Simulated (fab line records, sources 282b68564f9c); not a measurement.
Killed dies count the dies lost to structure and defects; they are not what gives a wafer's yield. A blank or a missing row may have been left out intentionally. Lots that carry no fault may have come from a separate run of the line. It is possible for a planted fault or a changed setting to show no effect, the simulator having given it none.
Chamber matching | flow rit-cmos | RIT_SPACER_ETCHBACK_05 on rie-diel-02 has 4 sister chambers
The step etches Si3N4 in SF6/CHF3, stops on SiO2, target depth 250 nm, time 240 s. 7 wafers are shown with their chamber, then 7 later ones without.

== WAFERS, EACH WITH ITS CHAMBER ==
wafer  | chamber | drypump-motor-current-A (A) | throttle-valve-pct (%)
L597.5 | 0       | 5.58                        | 10.07
L599.3 | 3       | 5.33                        | 10.11
L600.1 | 2       | 4.96                        | 10.34
L600.3 | 3       | 5.29                        | 10.12
L600.5 | 1       | 5.56                        | 10.19
L602.1 | 1       | 5.54                        | 10.19
L602.4 | 2       | 4.96                        | 10.33

== WAFERS WHOSE CHAMBER IS MISSING ==
wafer  | drypump-motor-current-A (A) | throttle-valve-pct (%)
L602.6 | 5.53                        | 10.18
L611.2 | 5.58                        | 10.19
L611.4 | 5.33                        | 10.13
L611.6 | 4.95                        | 10.35
L615.2 | 5.31                        | 10.12
L615.3 | 4.96                        | 10.34
L615.4 | 5.57                        | 10.18

== WHICH CHAMBER EACH ONE RAN IN ==
wafer  | from the rows above | in truth
L602.6 | 1                   | 1
L611.2 | 1                   | 1
L611.4 | 3                   | 3
L611.6 | 2                   | 2
L615.2 | 3                   | 3
L615.3 | 2                   | 2
L615.4 | 1                   | 1
Placed correctly: 7 of 7. Left unplaced by these rows: 0. Number placed wrongly: 0.
How it was worked out, from the rows above alone: a wafer's distance from a chamber is the root of the sum, over the readings, of the square of ((its reading less the chamber's mean) divided by the reading's scatter). If the next closest chamber is less than 2 further off than the closest, the wafer can't be placed; otherwise it belongs to the closest. A chamber's mean is the mean of its shown wafers. The scatter is the square root of a quotient: the sum, over the shown wafers, of each reading's squared deviation from its chamber's mean, divided by wafers minus chambers.
